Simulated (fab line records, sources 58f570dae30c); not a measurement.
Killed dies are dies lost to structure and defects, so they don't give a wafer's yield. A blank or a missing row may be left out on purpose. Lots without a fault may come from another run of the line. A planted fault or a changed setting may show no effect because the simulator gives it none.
Which tool did it? | flow berkeley_cmos170 | 7 lots, 21 wafers sampled, at 2 steps of a route of 331

WHAT THE GAUGES READ, wafer by wafer
UCB170_ACTIVE_CD_MEAS_90: target cd 1200 nm.
lot  | measured    | on        | cd_nm (nm)
L657 | day 4 12:52 | cd_sem-02 | 1201.1 1200.6 1202.0
L660 | day 5 05:03 | cd_sem-01 | 1200.4 1200.3 1199.7
L663 | day 6 00:00 | cd_sem-01 | 1198.9 1199.5 1200.1
L668 | day 6 23:53 | cd_sem-01 | 1201.5 1200.6 1201.3
L673 | day 8 05:03 | cd_sem-02 | 1199.0 1199.7 1200.3
L677 | day 8 19:53 | cd_sem-01 | 1202.4 1201.2 1200.8
L679 | day 9 09:09 | cd_sem-02 | 1200.6 1200.5 1202.2

WHICH TOOL RAN EACH LOT (tool, then ch and the chambers of the sampled wafers, then the start)
lot  | UCB170_NWELL_ETCH_13
L657 | rie_diel-02 ch 1,2,3, day 2 16:06
L660 | rie_diel-03 ch 0,3, day 3 06:48
L663 | rie_diel-02 ch 1,2,3, day 3 20:16
L668 | rie_diel-03 ch 0,1, day 4 21:04
L673 | rie_diel-01 ch 0,2,3, day 6 01:53
L677 | rie_diel-01 ch 0,2,3, day 6 16:56
L679 | rie_diel-01 ch 1,3, day 7 05:02
- UCB170_NWELL_ETCH_13: etches Si3N4 in CH3F/Ar/O2, stops on SiO2, target depth 246.4 nm, time 154 s.

THE ANSWER, worked out from the rows above alone
Rule: what is usual is taken from the lots themselves. Put in order of their means at a reading, lots are off if they are a third of the lots or fewer, leave a main group of 4 or more, and stand apart from it by a gap of 3 or more times the standard deviation of the main group's means; of several such gaps the widest counts. A main group whose means are all the same, to the digits that the tables above print for the reading, isn't used. A lot without any number at a reading at which 4 lots or more have one is off too. The other lots that the step has rows for count as sound.
No lot is off at any reading shown: from this, nothing can be told.

WHAT THE SIMULATOR HAD PUT IN
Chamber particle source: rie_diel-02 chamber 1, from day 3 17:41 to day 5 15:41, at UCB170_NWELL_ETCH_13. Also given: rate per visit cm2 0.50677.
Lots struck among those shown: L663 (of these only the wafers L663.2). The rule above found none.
